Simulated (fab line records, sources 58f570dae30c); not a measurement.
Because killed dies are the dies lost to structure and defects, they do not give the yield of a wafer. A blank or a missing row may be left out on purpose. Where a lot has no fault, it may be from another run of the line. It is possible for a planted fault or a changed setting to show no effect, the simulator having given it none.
Chamber matching + flow berkeley cmos170 + rie diel-03 running UCB170_GATE_ETCH_14: 4 sister chambers
The step etches BARC in N2/H2. 4 wafers are shown with their chamber, then 7 later ones without.

== WAFERS, EACH WITH ITS CHAMBER ==
| wafer  | chamber | throttle valve pct (%) |
|--------|---------|------------------------|
| L665.5 | 0       | 13.30                  |
| L669.1 | 2       | 12.89                  |
| L680.2 | 1       | 12.94                  |
| L680.4 | 3       | 13.68                  |

== WAFERS WHOSE CHAMBER IS MISSING ==
| wafer  | throttle valve pct (%) |
|--------|------------------------|
| L680.6 | 13.31                  |
| L684.1 | 12.96                  |
| L684.4 | 12.88                  |
| L684.6 | 12.95                  |
| L683.2 | 13.31                  |
| L683.3 | 12.95                  |
| L683.6 | 12.89                  |

== WHICH CHAMBER EACH ONE RAN IN ==
| wafer  | from the rows above | in truth |
|--------|---------------------|----------|
| L680.6 | 0                   | 0        |
| L684.1 | 1                   | 1        |
| L684.4 | 2                   | 2        |
| L684.6 | 1                   | 1        |
| L683.2 | 0                   | 0        |
| L683.3 | 1                   | 1        |
| L683.6 | 2                   | 2        |
Correct placement for 7 of the 7. Not placeable from these rows: 0. 0 placed wrongly.
How it was worked out, from the rows above alone: a wafer's distance from a chamber is the root of the sum, over the readings, of the square of ((its reading less the chamber's mean) divided by the reading's scatter). If the next closest chamber is less than 2 further off than the closest, the wafer can't be placed; otherwise it belongs to the closest. Each chamber's mean is taken over the wafers shown for it. The scatter (one wafer shown for each chamber): square how far every hidden wafer sits from the nearest shown wafer, average those squares and take the square root.
